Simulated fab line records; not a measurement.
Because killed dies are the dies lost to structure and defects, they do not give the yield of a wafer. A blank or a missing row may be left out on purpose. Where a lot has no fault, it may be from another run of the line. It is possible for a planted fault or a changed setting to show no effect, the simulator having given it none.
Which tool did it? ; flow berkeley cmos170 ; 7 lots with 21 wafers sampled at 2 steps, on a route of 331 steps

WHAT THE GAUGES READ, wafer by wafer
UCB170_V1_BOW_MEAS_03.
lot;measured;on;V1_BOW (um)
L895;day 9 03:34;film metro-03;15 3 24
L899;day 9 15:58;film metro-02;17 18 15
L901;day 10 00:00;film metro-02;23 17 19
L902;day 10 15:47;film metro-03;14 17 8
L905;day 11 03:56;film metro-03;14 10 24
L913;day 12 20:41;film metro-01;9 17 10
L915;day 13 08:37;film metro-01;16 11 0

WHICH TOOL RAN EACH LOT (tool, then ch and the chambers of the sampled wafers, then the start)
lot;UCB170_SDANNEAL_RTA_00
L895;rtp anneal-01 ch 0, day 8 14:37
L899;rtp anneal-02 ch 0, day 9 00:58
L901;rtp anneal-02 ch 0, day 9 12:30
L902;rtp anneal-02 ch 0, day 10 03:43
L905;rtp anneal-02 ch 0, day 10 17:22
L913;rtp anneal-02 ch 0, day 12 08:00
L915;rtp anneal-02 ch 0, day 12 21:41
- UCB170_SDANNEAL_RTA_00: time 10 s.

THE ANSWER, worked out from the rows above alone
Rule: the lots themselves supply what counts as usual. Put in order of their means at a reading, lots are off if they are a third of the lots or fewer, leave a main group of 4 or more, and stand apart from it by a gap of 3 or more times the standard deviation of the main group's means; of several such gaps the widest counts. The tables above print the reading to a certain number of digits; a main group whose means all agree to those digits is not used. A lot without any number at a reading at which 4 lots or more have one is off too. The other lots that the step has rows for count as sound.
Nothing can be told from this: no lot is off at any reading shown.

WHAT THE SIMULATOR HAD INSERTED
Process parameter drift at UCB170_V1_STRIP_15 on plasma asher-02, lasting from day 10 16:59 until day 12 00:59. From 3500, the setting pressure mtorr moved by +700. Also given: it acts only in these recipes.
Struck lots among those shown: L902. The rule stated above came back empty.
